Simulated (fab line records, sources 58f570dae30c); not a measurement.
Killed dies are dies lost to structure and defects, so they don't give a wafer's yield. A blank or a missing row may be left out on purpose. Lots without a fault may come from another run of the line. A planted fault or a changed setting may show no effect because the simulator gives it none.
A struck lot beside a sound one | flow berkeley_cmos170 | 24 steps out of a route of 331
Sound: wafers L620.1, L620.3, L620.5. Struck: wafers L627.1, L627.4, L627.5. The cause comes at the end.
At each step with rows: each side's tool, then ch and its chambers, then its first start. Under that, the readings that differ: sound wafers | struck wafers | difference of the means | sigmas: that difference in standard deviations of wafers without a fault.
alike: readings whose means differ by less than 2 such deviations, and words and numbers that are the same on both sides. not compared: withheld readings, readings that some wafer has no value for, bounds like >300 that may hide the same value, and numbers for which the record gives no deviation and whose values overlap.
The two part at a step that has a row with sigmas, a row that says differs or no value, or rows on one side only. Numbers that don't overlap but have no deviation are shown without sigmas and don't part them. A reading that every wafer of one side lacks parts them only if that side has two wafers or more.

first, 4 steps without rows for these wafers: UCB170_PWELL_WET_ETCH_19 (etches Si3N4 in H3PO4, time 14400 s); UCB170_PWELL_WET_ETCH_20 (etches SiO2 in BOE, time 22 s); UCB170_WELLDRIVE_CLEAN_00 (cleans in SPM, time 600 s); UCB170_WELLDRIVE_OXIDATION_01 (target thk 199 nm, ox time 9000 s).
UCB170_WELLDRIVE_THK_MEAS_02:
  sound on film_metro-04, day 5 02:55; struck on film_metro-01, day 6 12:58
  alike: WELLDRIVE_OXIDE_THK
then, 5 steps without rows for these wafers: UCB170_WELLDRIVE_ANNEAL_03 (time 900 s); UCB170_WELLDRIVE_WET_ETCH_04 (etches SiO2 in BOE, time 120 s); UCB170_ACTIVE_CLEAN_00 (cleans in SPM, time 600 s); UCB170_ACTIVE_CLEAN_01 (cleans in dHF, time 60 s); UCB170_ACTIVE_OXIDATION_02 (target thk 26.4 nm, ox time 1260 s).
UCB170_ACTIVE_THK_MEAS_03:
  sound on film_metro-01, day 5 09:38; struck on film_metro-02, day 6 21:08
  reading               | sound          | struck         | difference | sigmas
  ACTIVE_OXIDE_THK (nm) | 26.6 26.6 27.4 | 26.0 25.8 25.8 | -1.0       | -2
then, 1 step without rows for these wafers: UCB170_ACTIVE_ANNEAL_04 (time 900 s).
UCB170_ACTIVE_CVD_05: deposits Si3N4 from SiH2Cl2/NH3, target thk 220 nm, time 3300 s.
  sound on lpcvd-02 ch 1, day 5 15:13; struck on lpcvd-02 ch 1, day 7 02:29
  reading                                  | sound             | struck            | difference | sigmas
  spike_tc_centre_C (C)                    | 802.5 803.2 802.9 | 819.5 822.6 820.1 | +17.9      | +16
  spike_tc_load_C (C)                      | 825 824 825       | 844 843 844       | +19        | +5
  spike_tc_source_C (C)                    | 826 827 826       | 845 844 844       | +18        | +6
  susceptor_temp_C (C)                     | 799.9 799.6 799.9 | 818.1 817.3 817.9 | +18.0      | +56
  model.Si3N4_of_ACTIVE_CVD_05.thk_nm (nm) | 218.6 219.4 218.5 | 298.9 299.1 299.2 | +80.2      |
  alike: zone_power_load_pct
UCB170_ACTIVE_THK_MEAS_06:
  sound on film_metro-02, day 5 17:08; struck on film_metro-02, day 7 04:24
  reading                 | sound             | struck            | difference | sigmas
  ACTIVE_NITRIDE_THK (nm) | 218.6 219.3 218.6 | 299.3 299.1 299.3 | +80.4      | +54
then, 6 steps without rows for these wafers: UCB170_ACTIVE_HMDS_07 (prime time 60 s); UCB170_ACTIVE_COAT_08 (resist thk 900 nm); UCB170_ACTIVE_SOFTBAKE_09 (time 60 s); UCB170_ACTIVE_EXPOSE_10 (exposes mask ACTIVE, target cd 1200 nm); UCB170_ACTIVE_PEB_11; UCB170_ACTIVE_DEVELOP_12 (develop time 45 s).
UCB170_ACTIVE_CD_MEAS_13: target cd 1200 nm.
  sound on cd_sem-02, day 5 18:27; struck on cd_sem-01, day 7 05:32
  alike: cd_nm
UCB170_ACTIVE_OVL_MEAS_14:
  sound on overlay-01, day 5 18:34; struck on overlay-02, day 7 05:40
  alike: ACTIVE_OVL
UCB170_ACTIVE_ETCH_15: etches Si3N4 in CH3F/Ar/O2, stops on SiO2, target depth 242 nm, time 151 s.
  sound on rie_diel-01 ch 0,1, day 5 18:36; struck on rie_diel-04 ch 1,3, day 7 05:42
  reading                  | sound             | struck            | difference | sigmas
  oes_product_au (a.u.)    | 0.944 0.933 0.951 | 0.999 1.003 1.002 | +0.059     | +5
  model.etch.depth_nm (nm) | 218.6 219.4 218.5 | 240.4 238.2 242.4 | +21.5      |
  alike: drypump_motor_current_A, throttle_valve_pct
  not compared: rf_hours_counter_h
UCB170_ACTIVE_STRIP_16: strips in O2.
  sound on plasma_asher-01 ch 0,1, day 5 18:42; struck on plasma_asher-03 ch 0,1, day 7 05:48
  alike: drypump_motor_current_A, oes_product_au, strip_time_to_endpoint_s
  not compared: rf_hours_counter_h

WHERE THEY PART
First at UCB170_ACTIVE_THK_MEAS_03; last, within this record, at UCB170_ACTIVE_ETCH_15. Later steps at which nothing parts them and some readings are alike: UCB170_ACTIVE_STRIP_16.

WHY: what the simulator had put in
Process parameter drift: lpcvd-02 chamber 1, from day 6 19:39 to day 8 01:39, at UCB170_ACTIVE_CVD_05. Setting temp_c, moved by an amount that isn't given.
